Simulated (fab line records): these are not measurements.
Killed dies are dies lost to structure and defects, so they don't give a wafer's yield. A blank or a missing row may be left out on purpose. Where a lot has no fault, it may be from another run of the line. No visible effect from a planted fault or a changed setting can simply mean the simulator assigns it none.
fab line records :: flow berkeleyCmos170
record:
  lots: 13
  wafers: 39
  lastDay: 11
route steps=331 shown M1@244
lots with no fault: from the same line, run without faults
startH: start of the lot's first displayed wafer, in hours after the record's first day :: waitH: hours since the lot's step before :: " as in the row above :: L1.1+2: several wafers, shown together as one row :: - no value, or no start was given :: * or withheld: withheld :: < > ~ a bound
route shown NAME@n: a module of which the file shows steps, and the number in the route of the first :: usual: the fault-free wafers' mean and standard deviation :: same: alike in all rows :: chamber/n: place in a boat :: sites: the reading at each site :: _std_site: the standard deviation of these :: _edge_site: inner sites' mean taken away from outer sites' mean :: radiusMm: for every site, how far away it sits from the centre of the wafer :: mask NAME#n: copy n :: behind: the tool/chamber that last shaped the wafer :: hold: why the lot was held/for how many hours/how that ended :: device: which transistor (n, p or np) failed to switch :: end of line: tests run on the same wafers once the route is complete :: step lacking rows: just its recipe :: killed: the dies lost at the first sort to structure and to defects; this is not the yield of the wafer :: map: shows each die of a wafer: x if killed, . if not, _ if none is there
set.NAME: the setting the step ran with; set.NAME@STEP: the setting that earlier step ran with :: model.NAME: the simulator's own value behind a step, which no gauge read
the route's steps for a sample of lots (tables are steps, rows are wafers)
services: the hour from which a tool's chamber was out of use, counted from the record's first day as startH (under 0 if before that day), plus the number of hours and why
== steps ==
step: UCB170_M1_EXPOSE_06
recipe:
  maskId: METAL1
  targetCdNm: 700
  na: 0.5
  sigmaOuter: 0.6
  sourceShape: conventional
  doseMj: 21
lot.wafer: L456.3+5+6
tool: krfScanner-01
chamber: 0
startH: 151.68
waitH: -
mask: METAL1#0

lot.wafer: L458.1+5+6
tool: krfScanner-02
chamber: 0
startH: 152.90
waitH: -
mask: METAL1#0

lot.wafer: L459.1+3+5
tool: krfScanner-02
chamber: 0
startH: 156.62
waitH: -
mask: METAL1#0

lot.wafer: L460.1+4+5
tool: krfScanner-01
chamber: 0
startH: 165.71
waitH: -
mask: METAL1_R1#0

lot.wafer: L462.2+4+6
tool: krfScanner-01
chamber: 0
startH: 175.86
waitH: -
mask: METAL1#0

lot.wafer: L466.1+5+6
tool: krfScanner-02
chamber: 0
startH: 199.09
waitH: -
mask: METAL1#0

lot.wafer: L468.2+3+5
tool: krfScanner-01
chamber: 0
startH: 200.41
waitH: -
mask: METAL1#0

lot.wafer: L472.2+3+6
tool: krfScanner-02
chamber: 0
startH: 218.70
waitH: -
mask: METAL1#0

lot.wafer: L473.1+2+4
tool: krfScanner-02
chamber: 0
startH: 233.18
waitH: -
mask: METAL1#0

lot.wafer: L471.3+5+6
tool: krfScanner-02
chamber: 0
startH: 238.71
waitH: -
mask: METAL1#0

lot.wafer: L476.1+4+6
tool: krfScanner-01
chamber: 0
startH: 240.52
waitH: -
mask: METAL1#0

lot.wafer: L477.3+4+5
tool: krfScanner-01
chamber: 0
startH: 242.68
waitH: -
mask: METAL1#0

lot.wafer: L478.1+3+4
tool: krfScanner-01
chamber: 0
startH: 243.09
waitH: -
mask: METAL1#0
step: UCB170_M1_CD_MEAS_09
recipe:
  targetCdNm: 700
usual:
  cdNm: 699.5/1.7
lot.wafer: L456.3
tool: cdSem-01
chamber: -
startH: 152.07
waitH: -
cdNm: 698.3

lot.wafer: L456.5
tool: cdSem-01
chamber: -
startH: 152.07
waitH: -
cdNm: 697.2

lot.wafer: L456.6
tool: cdSem-01
chamber: -
startH: 152.07
waitH: -
cdNm: 697.9

lot.wafer: L458.1
tool: cdSem-01
chamber: -
startH: 153.29
waitH: -
cdNm: 699.3

lot.wafer: L458.5
tool: cdSem-01
chamber: -
startH: 153.29
waitH: -
cdNm: 698.4

lot.wafer: L458.6
tool: cdSem-01
chamber: -
startH: 153.29
waitH: -
cdNm: 699.2

lot.wafer: L459.1
tool: cdSem-01
chamber: -
startH: 157.17
waitH: -
cdNm: 699.9

lot.wafer: L459.3
tool: cdSem-01
chamber: -
startH: 157.17
waitH: -
cdNm: 701.2

lot.wafer: L459.5
tool: cdSem-01
chamber: -
startH: 157.17
waitH: -
cdNm: 701.7

lot.wafer: L460.1
tool: cdSem-02
chamber: -
startH: 166.54
waitH: -
cdNm: 615.2

lot.wafer: L460.4
tool: cdSem-02
chamber: -
startH: 166.54
waitH: -
cdNm: 615.5

lot.wafer: L460.5
tool: cdSem-02
chamber: -
startH: 166.54
waitH: -
cdNm: 615.4

lot.wafer: L462.2
tool: cdSem-01
chamber: -
startH: 176.68
waitH: -
cdNm: 698.1

lot.wafer: L462.4
tool: cdSem-01
chamber: -
startH: 176.68
waitH: -
cdNm: 697.0

lot.wafer: L462.6
tool: cdSem-01
chamber: -
startH: 176.68
waitH: -
cdNm: 695.4

lot.wafer: L466.1
tool: cdSem-02
chamber: -
startH: 199.66
waitH: -
cdNm: 700.2

lot.wafer: L466.5
tool: cdSem-02
chamber: -
startH: 199.66
waitH: -
cdNm: 699.3

lot.wafer: L466.6
tool: cdSem-02
chamber: -
startH: 199.66
waitH: -
cdNm: 700.2

lot.wafer: L468.2
tool: cdSem-02
chamber: -
startH: 200.85
waitH: -
cdNm: 699.2

lot.wafer: L468.3
tool: cdSem-02
chamber: -
startH: 200.85
waitH: -
cdNm: 699.5

lot.wafer: L468.5
tool: cdSem-02
chamber: -
startH: 200.85
waitH: -
cdNm: 699.2

lot.wafer: L472.2
tool: cdSem-01
chamber: -
startH: 219.88
waitH: -
cdNm: 699.2

lot.wafer: L472.3
tool: cdSem-01
chamber: -
startH: 219.88
waitH: -
cdNm: 699.8

lot.wafer: L472.6
tool: cdSem-01
chamber: -
startH: 219.88
waitH: -
cdNm: 699.7

lot.wafer: L473.1
tool: cdSem-01
chamber: -
startH: 233.57
waitH: -
cdNm: 701.9

lot.wafer: L473.2
tool: cdSem-01
chamber: -
startH: 233.57
waitH: -
cdNm: 700.4

lot.wafer: L473.4
tool: cdSem-01
chamber: -
startH: 233.57
waitH: -
cdNm: 700.5

lot.wafer: L471.3
tool: cdSem-02
chamber: -
startH: 239.15
waitH: -
cdNm: 698.5

lot.wafer: L471.5
tool: cdSem-02
chamber: -
startH: 239.15
waitH: -
cdNm: 699.0

lot.wafer: L471.6
tool: cdSem-02
chamber: -
startH: 239.15
waitH: -
cdNm: 699.5

lot.wafer: L476.1
tool: cdSem-02
chamber: -
startH: 241.11
waitH: -
cdNm: 702.7

lot.wafer: L476.4
tool: cdSem-02
chamber: -
startH: 241.11
waitH: -
cdNm: 702.9

lot.wafer: L476.6
tool: cdSem-02
chamber: -
startH: 241.11
waitH: -
cdNm: 703.0

lot.wafer: L477.3
tool: cdSem-01
chamber: -
startH: 243.43
waitH: -
cdNm: 697.6

lot.wafer: L477.4
tool: cdSem-01
chamber: -
startH: 243.43
waitH: -
cdNm: 698.1

lot.wafer: L477.5
tool: cdSem-01
chamber: -
startH: 243.43
waitH: -
cdNm: 697.0

lot.wafer: L478.1
tool: cdSem-01
chamber: -
startH: 243.67
waitH: -
cdNm: 699.3

lot.wafer: L478.3
tool: cdSem-01
chamber: -
startH: 243.67
waitH: -
cdNm: 697.9

lot.wafer: L478.4
tool: cdSem-01
chamber: -
startH: 243.67
waitH: -
cdNm: 698.9
step: UCB170_M1_CD_MEAS_90
recipe:
  targetCdNm: 700
usual:
  cdNm: 697/3.1
lot.wafer: L456.3
tool: cdSem-01
chamber: -
startH: 152.50
waitH: 0.1
cdNm: 693

lot.wafer: L456.5
tool: cdSem-01
chamber: -
startH: 152.50
waitH: 0.1
cdNm: 695

lot.wafer: L456.6
tool: cdSem-01
chamber: -
startH: 152.50
waitH: 0.1
cdNm: 695

lot.wafer: L458.1
tool: cdSem-01
chamber: -
startH: 153.72
waitH: 0.1
cdNm: 692

lot.wafer: L458.5
tool: cdSem-01
chamber: -
startH: 153.72
waitH: 0.1
cdNm: 692

lot.wafer: L458.6
tool: cdSem-01
chamber: -
startH: 153.72
waitH: 0.1
cdNm: 699

lot.wafer: L459.1
tool: cdSem-02
chamber: -
startH: 157.60
waitH: 0.1
cdNm: 697

lot.wafer: L459.3
tool: cdSem-02
chamber: -
startH: 157.60
waitH: 0.1
cdNm: 698

lot.wafer: L459.5
tool: cdSem-02
chamber: -
startH: 157.60
waitH: 0.1
cdNm: 698

lot.wafer: L460.1
tool: cdSem-02
chamber: -
startH: 166.97
waitH: 0.1
cdNm: 614

lot.wafer: L460.4
tool: cdSem-02
chamber: -
startH: 166.97
waitH: 0.1
cdNm: 611

lot.wafer: L460.5
tool: cdSem-02
chamber: -
startH: 166.97
waitH: 0.1
cdNm: 614

lot.wafer: L462.2
tool: cdSem-01
chamber: -
startH: 177.12
waitH: 0.1
cdNm: 692

lot.wafer: L462.4
tool: cdSem-01
chamber: -
startH: 177.12
waitH: 0.1
cdNm: 694

lot.wafer: L462.6
tool: cdSem-01
chamber: -
startH: 177.12
waitH: 0.1
cdNm: 692

lot.wafer: L466.1
tool: cdSem-02
chamber: -
startH: 200.10
waitH: 0.1
cdNm: 698

lot.wafer: L466.5
tool: cdSem-02
chamber: -
startH: 200.10
waitH: 0.1
cdNm: 697

lot.wafer: L466.6
tool: cdSem-02
chamber: -
startH: 200.10
waitH: 0.1
cdNm: 699

lot.wafer: L468.2
tool: cdSem-01
chamber: -
startH: 201.28
waitH: 0.1
cdNm: 696

lot.wafer: L468.3
tool: cdSem-01
chamber: -
startH: 201.28
waitH: 0.1
cdNm: 701

lot.wafer: L468.5
tool: cdSem-01
chamber: -
startH: 201.28
waitH: 0.1
cdNm: 697

lot.wafer: L472.2
tool: cdSem-02
chamber: -
startH: 220.44
waitH: 0.1
cdNm: 699

lot.wafer: L472.3
tool: cdSem-02
chamber: -
startH: 220.44
waitH: 0.1
cdNm: 698

lot.wafer: L472.6
tool: cdSem-02
chamber: -
startH: 220.44
waitH: 0.1
cdNm: 699

lot.wafer: L473.1
tool: cdSem-02
chamber: -
startH: 234.00
waitH: 0.1
cdNm: 697

lot.wafer: L473.2
tool: cdSem-02
chamber: -
startH: 234.00
waitH: 0.1
cdNm: 700

lot.wafer: L473.4
tool: cdSem-02
chamber: -
startH: 234.00
waitH: 0.1
cdNm: 694

lot.wafer: L471.3
tool: cdSem-01
chamber: -
startH: 239.58
waitH: 0.1
cdNm: 695

lot.wafer: L471.5
tool: cdSem-01
chamber: -
startH: 239.58
waitH: 0.1
cdNm: 700

lot.wafer: L471.6
tool: cdSem-01
chamber: -
startH: 239.58
waitH: 0.1
cdNm: 695

lot.wafer: L476.1
tool: cdSem-02
chamber: -
startH: 241.67
waitH: 0.1
cdNm: 702

lot.wafer: L476.4
tool: cdSem-02
chamber: -
startH: 241.67
waitH: 0.1
cdNm: 699

lot.wafer: L476.6
tool: cdSem-02
chamber: -
startH: 241.67
waitH: 0.1
cdNm: 700

lot.wafer: L477.3
tool: cdSem-02
chamber: -
startH: 244.00
waitH: 0.1
cdNm: 697

lot.wafer: L477.4
tool: cdSem-02
chamber: -
startH: 244.00
waitH: 0.1
cdNm: 699

lot.wafer: L477.5
tool: cdSem-02
chamber: -
startH: 244.00
waitH: 0.1
cdNm: 697

lot.wafer: L478.1
tool: cdSem-01
chamber: -
startH: 244.16
waitH: 0.1
cdNm: 695

lot.wafer: L478.3
tool: cdSem-01
chamber: -
startH: 244.16
waitH: 0.1
cdNm: 694

lot.wafer: L478.4
tool: cdSem-01
chamber: -
startH: 244.16
waitH: 0.1
cdNm: 697
== services ==
tool: krfScanner-02
chamber: -
startH: 131.76
hours: 2.8
kind: repair

tool: krfScanner-02
chamber: -
startH: 134.54
hours: 4.4
kind: pm

tool: krfScanner-01
chamber: -
startH: 141.94
hours: 8.2
kind: repair

tool: krfScanner-01
chamber: -
startH: 150.14
hours: 1.3
kind: pm

tool: krfScanner-01
chamber: -
startH: 152.01
hours: 4.4
kind: pm

tool: krfScanner-02
chamber: -
startH: 159.95
hours: 0.8
kind: pm

tool: krfScanner-01
chamber: -
startH: 191.91
hours: 3.6
kind: pm

tool: krfScanner-01
chamber: -
startH: 201.05
hours: 1.0
kind: pm

tool: krfScanner-02
chamber: 0
startH: 241.02
hours: -
kind: calibration

tool: krfScanner-01
chamber: -
startH: 242.27
hours: 0.2
kind: repair
== key ==
firstSign:
  step: UCB170_M1_EXPOSE_06
  reading: mask
  direction: changed
effect:
  step: UCB170_M1_CD_MEAS_09
  reading: cdNm
  direction: down
  sigmas: 50
  usual: 699.5
  struck: 615.3
effect:
  step: UCB170_M1_CD_MEAS_90
  reading: cdNm
  direction: down
  sigmas: 27
  usual: 697
  struck: 613
metAt UCB170_M1_EXPOSE_06
struckLots L460
sortLeftOut L460.1,L460.4,L460.5
onsetBetween 151.68 165.71
fault:
  kind: wrongMask
  tool: any
  chamber: -
  onsetH: 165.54
  steps: UCB170_M1_EXPOSE_06
  auxCopy: METAL1_R1#0
  cdOffsetNm: -84
  scope: struckLotsOnly
sortLeftOut: the simulated sort isn't trusted on such a fault, so these wafers' sort isn't shown, and their yield isn't known
